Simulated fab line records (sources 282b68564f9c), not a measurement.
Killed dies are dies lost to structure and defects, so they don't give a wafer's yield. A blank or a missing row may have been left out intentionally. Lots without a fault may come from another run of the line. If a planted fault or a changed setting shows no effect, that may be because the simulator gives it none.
A struck lot beside a sound one :: flow ritCmos :: 26 steps out of a route of 202
Sound: these wafers, L225.3, L225.4, L225.5. Wafers struck: L228.3, L228.4, L228.6. At the end, the cause is stated.
Order at every step that has rows: each side's tool, ch and its chambers, its first start. Under that, the readings that differ: sound wafers :: struck wafers :: difference of the means :: sigmas: that difference in standard deviations of wafers without a fault.
alike: readings with means less than 2 such deviations apart, plus words and numbers identical on both sides. not compared: withheld readings, readings lacking a value on some wafer, bounds such as >300 that could conceal the same value, and numbers that have no deviation in the record and whose values overlap.
A row with sigmas, a row that says differs or no value, or rows on one side alone: a step with any of these is where the two part. Numbers that don't overlap but have no deviation are shown without sigmas and don't part them. A reading that every wafer of one side lacks parts them only if that side has two wafers or more.

first, 1 step without rows for these wafers: RIT_WELLDRIVE_ANNEAL_00 (time 14700 s).
RIT_WELLDRIVE_RS_MEAS_01: uses a four-point probe to measure.
  sound on filmMetro-04 at day 2 19:18; struck on filmMetro-03 at day 3 11:59
reading: NWELL_RS (ohm/sq)
sound: 276.4 276.6 277.0
struck: 273.7 274.9 274.6
difference: -2.3
sigmas: -3
RIT_WELLDRIVE_RS_MEAS_02: uses a four-point probe to measure.
  sound on filmMetro-04 at day 2 19:25; struck on filmMetro-03 at day 3 12:07
  alike: PWELL_RS
then, 6 steps without rows for these wafers: RIT_NRETRO_HMDS_00 (prime time 60 s); RIT_NRETRO_COAT_01 (resist thk 1300 nm); RIT_NRETRO_SOFTBAKE_02 (time 60 s); RIT_NRETRO_EXPOSE_03 (exposes mask M4, target cd 43900 nm); RIT_NRETRO_PEB_04; RIT_NRETRO_DEVELOP_05 (develop time 68 s).
RIT_NRETRO_OVL_MEAS_06:
  sound on overlay-02 at day 2 20:23; struck on overlay-02 at day 3 13:13
  alike: NRETRO_OVL
then, 2 steps without rows for these wafers: RIT_NRETRO_HARDBAKE_07 (time 120 s); RIT_NRETRO_IMPLANT_08.
RIT_NRETRO_STRIP_09: strips in O2, time 180 s.
  sound on plasmaAsher-03 ch 0,1, day 2 20:53; struck on plasmaAsher-02 ch 0,1, day 3 13:41
  no value came back on the struck wafers for chamberPressureMTorr (mTorr), drypumpMotorCurrentA (A); on the sound wafers chamberPressureMTorr (mTorr) reads 4006 4003 3997
reading: model.NOVOLAK_of_NRETRO_COAT_01.thkNm (nm)
sound: 0 0 0
struck: 1137 1139 1137
difference: +1138
sigmas: 
  not compared: rfHoursCounterH
RIT_NRETRO_TW_MEAS_10:
  sound on filmMetro-01 at day 2 21:01; struck on filmMetro-02 at day 3 13:50
  alike: NRETRO_TW
then, 6 steps without rows for these wafers: RIT_PRETRO_HMDS_00 (prime time 60 s); RIT_PRETRO_COAT_01 (resist thk 1300 nm); RIT_PRETRO_SOFTBAKE_02 (time 60 s); RIT_PRETRO_EXPOSE_03 (exposes mask M5, target cd 43700 nm); RIT_PRETRO_PEB_04; RIT_PRETRO_DEVELOP_05 (develop time 68 s).
RIT_PRETRO_OVL_MEAS_06:
  sound on overlay-02 at day 2 22:04; struck on overlay-01 at day 3 14:46
  alike: PRETRO_OVL
then, 2 steps without rows for these wafers: RIT_PRETRO_HARDBAKE_07 (time 120 s); RIT_PRETRO_IMPLANT_08.
RIT_PRETRO_STRIP_09: strips in O2, time 180 s.
  sound on plasmaAsher-01 ch 0,1, day 2 22:33; struck on plasmaAsher-03 ch 0,1, day 3 15:19
  alike: chamberPressureMTorr, drypumpMotorCurrentA
  not compared: rfHoursCounterH
RIT_PRETRO_TW_MEAS_10:
  sound on filmMetro-02 at day 2 22:41; struck on filmMetro-04 at day 3 15:26
reading: PRETRO_TW
sound: 484 482 481
struck: 30 30 30
difference: -452
sigmas: -99 or more
then, 1 step without rows for these wafers: RIT_GATE_WET_ETCH_00 (etches SiO2 in BOE, target depth 56 nm, time 60 s).

## WHERE THEY PART
First at RIT_WELLDRIVE_RS_MEAS_01; last, within this record, at RIT_PRETRO_TW_MEAS_10.

WHY: what the simulator had put in
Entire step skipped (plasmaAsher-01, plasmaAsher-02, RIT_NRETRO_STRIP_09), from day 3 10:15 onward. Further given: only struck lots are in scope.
